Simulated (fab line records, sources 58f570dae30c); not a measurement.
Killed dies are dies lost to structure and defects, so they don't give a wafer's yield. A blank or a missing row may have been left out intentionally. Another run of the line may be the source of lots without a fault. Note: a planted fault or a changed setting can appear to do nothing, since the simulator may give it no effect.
fab line records + flow berkeleyCmos170 + part 2 of 2: steps 32 to 41 of 41
record:
- lots: 5
- wafers: 15
- lastDay: 11
route steps=331 shown NLDD@165 SPACER@171 PSD@175 NSD@187 BACKSIDE@199 SDANNEAL@204
lots that met no fault: from a run of the same line without faults
startH: hours from the record's opening day to when the first of the lot's shown wafers began + waitH: hours elapsed since this lot's preceding step + " as in the row above + L1.1+2: a row that stands for several wafers + - no value present, or no start provided + * or withheld: withheld + < > ~ a bound
route shown NAME@n: names a module that has steps shown in the file, with the first one's number in the route + usual: mean/standard deviation of fault-free wafers + same: alike in all rows + chamber/n: place in a boat + sites: the reading at each site + _std_site: standard deviation across them + _edge_site: inner sites' mean taken away from outer sites' mean + radiusMm: for every site, how far away it sits from the centre of the wafer + mask NAME#n: copy n + behind: the tool/chamber that last shaped the wafer + hold: the reason the lot was held/the length of the hold in hours/how it ended + device: transistor that didn't switch, given as n, p or np + end of line: the route-end tests of the same wafers + a step given without rows: its recipe and nothing more + killed: dies that structure and defects cost at the first sort, which is not the same as the wafer's yield + map: dies across one wafer; x = killed, . = not, _ = none there
set.NAME: setting as actually run; set.NAME@STEP: the setting as run at that earlier step + model.NAME: the simulator's own value behind a step, which no gauge read
lots at selected steps of the route; one table per step, one row per wafer
services: when a tool's chamber went out of use (startH, in hours from the record's first day, below 0 if earlier), for how many hours, and the reason
== steps ==
step: UCB170_NSD_STRIP_09
recipe:
- chemistry: O2
- powerW: 400
- pressureMtorr: 3500
- platenTempC: withheld
- o2FlowSccm: 400
- overashFraction: 0.5
usual:
- drypumpMotorCurrentA: 5.9/0.4
- o2FlowSccm: 400.1/1.3
- oesProductAu: 0.534/0.0048
- stripTimeToEndpointS: 35.81/0.068
| lot.wafer | tool           | chamber | startH | waitH | drypumpMotorCurrentA | o2FlowSccm | oesProductAu | rfHoursCounterH | stripTimeToEndpointS |
|-----------|----------------|---------|--------|-------|----------------------|------------|--------------|-----------------|----------------------|
| L075.1    | plasmaAsher-04 | 0       | 154.56 | 0.1   | 5.5                  | 399.3      | 0.523        | 3               | 35.82                |
| L075.3    | "              | 1       | "      | "     | 5.6                  | 401.8      | 0.538        | -               | 35.86                |
| L075.6    | "              | 0       | "      | "     | 5.5                  | 401.1      | 0.526        | -               | 35.78                |
| L079.1    | plasmaAsher-04 | 0       | 167.13 | 0.1   | 5.5                  | 400.7      | 0.530        | 4               | 35.86                |
| L079.3    | "              | 0       | "      | "     | 5.5                  | 401.1      | 0.543        | -               | 35.80                |
| L079.4    | "              | 1       | "      | "     | 5.6                  | 399.7      | 0.530        | -               | 35.82                |
| L082.2    | plasmaAsher-01 | 0       | 176.02 | 0.1   | 6.5                  | 399.0      | 0.530        | 37              | 35.70                |
| L082.4    | "              | 0       | "      | "     | 6.5                  | 400.7      | 0.526        | -               | 35.73                |
| L082.6    | "              | 1       | "      | "     | 5.6                  | 400.5      | 0.533        | -               | 35.76                |
| L087.1    | plasmaAsher-04 | 1       | 210.89 | 0.1   | 5.6                  | 401.0      | 0.529        | 9               | 35.77                |
| L087.3    | "              | 1       | "      | "     | 5.6                  | 398.3      | 0.539        | -               | 35.76                |
| L087.4    | "              | 0       | "      | "     | 5.5                  | 401.3      | 0.533        | -               | 35.79                |
| L094.1    | plasmaAsher-02 | 0       | 244.11 | 0.1   | 5.8                  | 400.0      | 0.535        | 57              | 35.78                |
| L094.3    | "              | 1       | "      | "     | 6.3                  | 401.4      | 0.537        | -               | 35.69                |
| L094.6    | "              | 0       | "      | "     | 5.8                  | 400.1      | 0.536        | -               | 35.64                |
step: UCB170_NSD_TW_MEAS_10
usual:
- NSD_TW: 4231/29
| lot.wafer | tool         | chamber | startH | waitH | NSD_TW |
|-----------|--------------|---------|--------|-------|--------|
| L075.1    | filmMetro-02 | -       | 154.66 | 0.1   | 4223   |
| L075.3    | "            | -       | "      | "     | 4235   |
| L075.6    | "            | -       | "      | "     | 4235   |
| L079.1    | filmMetro-02 | -       | 167.23 | 0.1   | 4218   |
| L079.3    | "            | -       | "      | "     | 4230   |
| L079.4    | "            | -       | "      | "     | 4228   |
| L082.2    | filmMetro-01 | -       | 176.13 | 0.1   | 4142   |
| L082.4    | "            | -       | "      | "     | 4174   |
| L082.6    | "            | -       | "      | "     | 4141   |
| L087.1    | filmMetro-02 | -       | 210.99 | 0.1   | 4265   |
| L087.3    | "            | -       | "      | "     | 4257   |
| L087.4    | "            | -       | "      | "     | 4244   |
| L094.1    | filmMetro-02 | -       | 244.21 | 0.1   | 4246   |
| L094.3    | "            | -       | "      | "     | 4238   |
| L094.6    | "            | -       | "      | "     | 4237   |
step: UCB170_NSD_CLEAN_11
recipe:
- chemistry: SPM
- tempC: 120
- timeS: 600
usual:
- tempC: 119.97/0.12
| lot.wafer | tool        | chamber | startH | waitH | tempC  |
|-----------|-------------|---------|--------|-------|--------|
| L075.1    | wetBench-02 | 0       | 154.72 | 0.1   | 120.07 |
| L075.3    | "           | 0       | "      | "     | 120.16 |
| L075.6    | "           | 0       | "      | "     | 120.08 |
| L079.1    | wetBench-02 | 3       | 168.46 | 1.2   | 119.87 |
| L079.3    | "           | 3       | "      | "     | 119.98 |
| L079.4    | "           | 3       | "      | "     | 119.92 |
| L082.2    | wetBench-03 | 1       | 176.18 | 0.0   | 119.86 |
| L082.4    | "           | 1       | "      | "     | 120.03 |
| L082.6    | "           | 1       | "      | "     | 120.01 |
| L087.1    | wetBench-03 | 3       | 211.08 | 0.1   | 120.04 |
| L087.3    | "           | 3       | "      | "     | 119.96 |
| L087.4    | "           | 3       | "      | "     | 120.20 |
| L094.1    | wetBench-02 | 1       | 245.41 | 1.2   | 119.94 |
| L094.3    | "           | 1       | "      | "     | 119.95 |
| L094.6    | "           | 1       | "      | "     | 120.09 |
step: UCB170_BACKSIDE_HMDS_00
recipe:
- primeTimeS: 60
- primeTempC: 100
same:
- primeTimeS: 60
| lot.wafer  | tool          | chamber | startH | waitH |
|------------|---------------|---------|--------|-------|
| L075.1+3+6 | lithoTrack-03 | 0       | 154.91 | 0.0   |
| L079.1+3+4 | lithoTrack-02 | 0       | 168.93 | 0.3   |
| L082.2+4+6 | lithoTrack-02 | 0       | 176.43 | 0.1   |
| L087.1+3+4 | lithoTrack-02 | 0       | 211.49 | 0.2   |
| L094.1+3+6 | lithoTrack-01 | 0       | 245.59 | 0.0   |
step: UCB170_BACKSIDE_COAT_01
recipe:
- resist: KrF
- spinRpm: 1500
- resistThkNm: 900
| lot.wafer  | tool          | chamber | startH | waitH |
|------------|---------------|---------|--------|-------|
| L075.1+3+6 | lithoTrack-03 | 0       | 155.06 | 0.1   |
| L079.1+3+4 | lithoTrack-02 | 0       | 169.08 | 0.1   |
| L082.2+4+6 | lithoTrack-02 | 0       | 176.58 | 0.1   |
| L087.1+3+4 | lithoTrack-02 | 0       | 211.64 | 0.1   |
| L094.1+3+6 | lithoTrack-01 | 0       | 245.74 | 0.1   |
step: UCB170_BACKSIDE_SOFTBAKE_02
recipe:
- resist: KrF
- tempC: 130
- timeS: 60
| lot.wafer  | tool          | chamber | startH | waitH |
|------------|---------------|---------|--------|-------|
| L075.1+3+6 | lithoTrack-03 | 0       | 155.21 | 0.1   |
| L079.1+3+4 | lithoTrack-02 | 0       | 169.23 | 0.1   |
| L082.2+4+6 | lithoTrack-02 | 0       | 176.73 | 0.1   |
| L087.1+3+4 | lithoTrack-02 | 0       | 211.79 | 0.1   |
| L094.1+3+6 | lithoTrack-01 | 0       | 245.89 | 0.1   |
step: UCB170_BACKSIDE_STRIP_03
recipe:
- chemistry: O2
- powerW: 400
- pressureMtorr: 3500
- platenTempC: withheld
- o2FlowSccm: 400
- overashFraction: 0.5
usual:
- drypumpMotorCurrentA: 5.7/0.46
- o2FlowSccm: 400.0/1.4
- oesProductAu: 0.734/0.0046
- stripTimeToEndpointS: 21.98/0.062
| lot.wafer | tool           | chamber | startH | waitH | drypumpMotorCurrentA | o2FlowSccm | oesProductAu | rfHoursCounterH | stripTimeToEndpointS |
|-----------|----------------|---------|--------|-------|----------------------|------------|--------------|-----------------|----------------------|
| L075.1    | plasmaAsher-01 | 0       | 155.36 | 0.1   | 6.5                  | 401.0      | 0.734        | 36              | 21.81                |
| L075.3    | "              | 0       | "      | "     | 6.5                  | 402.4      | 0.732        | -               | 21.84                |
| L075.6    | "              | 1       | "      | "     | 5.6                  | 400.3      | 0.735        | -               | 21.81                |
| L079.1    | plasmaAsher-04 | 0       | 169.38 | 0.1   | 5.5                  | 400.1      | 0.735        | 5               | 22.09                |
| L079.3    | "              | 0       | "      | "     | 5.5                  | 401.9      | 0.735        | -               | 22.05                |
| L079.4    | "              | 1       | "      | "     | 5.6                  | 397.7      | 0.742        | -               | 22.07                |
| L082.2    | plasmaAsher-04 | 1       | 176.86 | 0.1   | 5.6                  | 400.4      | 0.728        | 5               | 22.12                |
| L082.4    | "              | 1       | "      | "     | 5.6                  | 399.1      | 0.744        | -               | 22.08                |
| L082.6    | "              | 1       | "      | "     | 5.6                  | 399.3      | 0.731        | -               | 22.07                |
| L087.1    | plasmaAsher-01 | 1       | 211.94 | 0.1   | 5.6                  | 400.1      | 0.740        | 41              | 22.06                |
| L087.3    | "              | 0       | "      | "     | 6.6                  | 398.0      | 0.736        | -               | 22.02                |
| L087.4    | "              | 1       | "      | "     | 5.7                  | 399.9      | 0.741        | -               | 22.04                |
| L094.1    | plasmaAsher-03 | 0       | 246.04 | 0.1   | 5.2                  | 400.4      | 0.743        | 57              | 21.93                |
| L094.3    | "              | 1       | "      | "     | 5.0                  | 400.8      | 0.738        | -               | 21.96                |
| L094.6    | "              | 0       | "      | "     | 5.2                  | 400.2      | 0.726        | -               | 21.88                |
step: UCB170_BACKSIDE_CLEAN_04
recipe:
- chemistry: SPM
- tempC: 120
- timeS: 600
usual:
- tempC: 120.00/0.13
| lot.wafer | tool        | chamber | startH | waitH | tempC  |
|-----------|-------------|---------|--------|-------|--------|
| L075.1    | wetBench-01 | 1       | 155.46 | 0.1   | 119.96 |
| L075.3    | "           | 1       | "      | "     | 119.80 |
| L075.6    | "           | 1       | "      | "     | 119.90 |
| L079.1    | wetBench-04 | 1       | 169.48 | 0.1   | 120.04 |
| L079.3    | "           | 1       | "      | "     | 120.07 |
| L079.4    | "           | 1       | "      | "     | 119.96 |
| L082.2    | wetBench-01 | 1       | 176.96 | 0.1   | 119.90 |
| L082.4    | "           | 1       | "      | "     | 120.08 |
| L082.6    | "           | 1       | "      | "     | 119.99 |
| L087.1    | wetBench-03 | 3       | 212.17 | 0.2   | 119.77 |
| L087.3    | "           | 3       | "      | "     | 120.16 |
| L087.4    | "           | 3       | "      | "     | 119.77 |
| L094.1    | wetBench-04 | 0       | 246.76 | 0.7   | 120.09 |
| L094.3    | "           | 0       | "      | "     | 120.15 |
| L094.6    | "           | 0       | "      | "     | 120.02 |
step: UCB170_SDANNEAL_RTA_00
recipe:
- tempC: 900
- timeS: 10
- ambient: N2
usual:
- lampPowerPct: 25.5/0.49
- wafer_temp_C_max: 904.5/1.2
| lot.wafer | tool         | chamber | startH | waitH | lampPowerPct | wafer_temp_C_max |
|-----------|--------------|---------|--------|-------|--------------|------------------|
| L075.1    | rtpAnneal-01 | 0       | 155.63 | 0.0   | 26.1         | 905.4            |
| L075.3    | "            | 0       | "      | "     | 26.0         | 905.5            |
| L075.6    | "            | 0       | "      | "     | 26.0         | 904.7            |
| L079.1    | rtpAnneal-02 | 0       | 169.65 | 0.0   | 25.1         | 903.4            |
| L079.3    | "            | 0       | "      | "     | 25.0         | 902.7            |
| L079.4    | "            | 0       | "      | "     | 25.1         | 903.3            |
| L082.2    | rtpAnneal-02 | 0       | 177.14 | 0.0   | 25.1         | 904.4            |
| L082.4    | "            | 0       | "      | "     | 25.0         | 904.0            |
| L082.6    | "            | 0       | "      | "     | 25.0         | 903.3            |
| L087.1    | rtpAnneal-02 | 0       | 212.36 | 0.0   | 25.0         | 903.3            |
| L087.3    | "            | 0       | "      | "     | 25.0         | 903.7            |
| L087.4    | "            | 0       | "      | "     | 25.1         | 904.6            |
| L094.1    | rtpAnneal-01 | 0       | 247.06 | 0.1   | 26.1         | 905.6            |
| L094.3    | "            | 0       | "      | "     | 26.0         | 906.4            |
| L094.6    | "            | 0       | "      | "     | 26.0         | 906.8            |
step: UCB170_SDANNEAL_RTA_01
recipe:
- tempC: 1050
- timeS: 5
- ambient: N2
usual:
- lampPowerPct: 39.3/0.75
- wafer_temp_C_max: 1055.1/1.4
| lot.wafer | tool         | chamber | startH | waitH | lampPowerPct | wafer_temp_C_max |
|-----------|--------------|---------|--------|-------|--------------|------------------|
| L075.1    | rtpAnneal-01 | 0       | 155.70 | 0.1   | 40.2         | 1055.9           |
| L075.3    | "            | 0       | "      | "     | 40.2         | 1056.6           |
| L075.6    | "            | 0       | "      | "     | 40.2         | 1057.3           |
| L079.1    | rtpAnneal-02 | 0       | 169.72 | 0.1   | 38.6         | 1052.9           |
| L079.3    | "            | 0       | "      | "     | 38.8         | 1053.3           |
| L079.4    | "            | 0       | "      | "     | 38.7         | 1055.6           |
| L082.2    | rtpAnneal-02 | 0       | 177.21 | 0.1   | 38.7         | 1053.9           |
| L082.4    | "            | 0       | "      | "     | 38.7         | 1054.2           |
| L082.6    | "            | 0       | "      | "     | 38.7         | 1053.8           |
| L087.1    | rtpAnneal-02 | 0       | 212.43 | 0.1   | 38.7         | 1053.6           |
| L087.3    | "            | 0       | "      | "     | 38.7         | 1054.5           |
| L087.4    | "            | 0       | "      | "     | 38.8         | 1054.1           |
| L094.1    | rtpAnneal-01 | 0       | 247.13 | 0.1   | 40.2         | 1056.9           |
| L094.3    | "            | 0       | "      | "     | 40.3         | 1056.8           |
| L094.6    | "            | 0       | "      | "     | 40.2         | 1054.7           |
== services ==
| tool           | chamber | startH | hours | kind   |
|----------------|---------|--------|-------|--------|
| krfScanner-02  | -       | 122.60 | 0.8   | pm     |
| implanter-04   | -       | 125.31 | 5.0   | repair |
| krfScanner-01  | -       | 127.17 | 3.0   | repair |
| rtpAnneal-02   | -       | 130.63 | 6.3   | pm     |
| plasmaAsher-02 | -       | 137.11 | 2.8   | repair |
| krfScanner-01  | -       | 137.28 | 1.3   | pm     |
| plasmaAsher-02 | -       | 147.98 | 0.8   | repair |
| krfScanner-02  | -       | 152.24 | 1.3   | pm     |
| krfScanner-01  | -       | 153.47 | 5.9   | repair |
| krfScanner-02  | -       | 155.83 | 0.6   | repair |
| krfScanner-01  | -       | 157.88 | 1.1   | repair |
| furnace-01     | -       | 165.04 | 4.2   | pm     |
| implanter-02   | -       | 166.87 | 3.4   | repair |
| plasmaAsher-03 | -       | 169.09 | 0.6   | repair |
| krfScanner-01  | -       | 171.70 | 4.4   | pm     |
| krfScanner-02  | -       | 197.41 | 1.0   | pm     |
| plasmaAsher-03 | -       | 202.63 | 0.3   | repair |
| plasmaAsher-03 | -       | 210.60 | 9.9   | pm     |
| implanter-03   | -       | 225.81 | 6.1   | repair |
| plasmaAsher-01 | -       | 227.84 | 1.7   | repair |
| plasmaAsher-03 | -       | 232.36 | 2.8   | pm     |
| plasmaAsher-02 | -       | 234.52 | 1.4   | repair |
| krfScanner-01  | -       | 243.65 | 0.2   | repair |
| krfScanner-01  | -       | 246.21 | 1.0   | pm     |
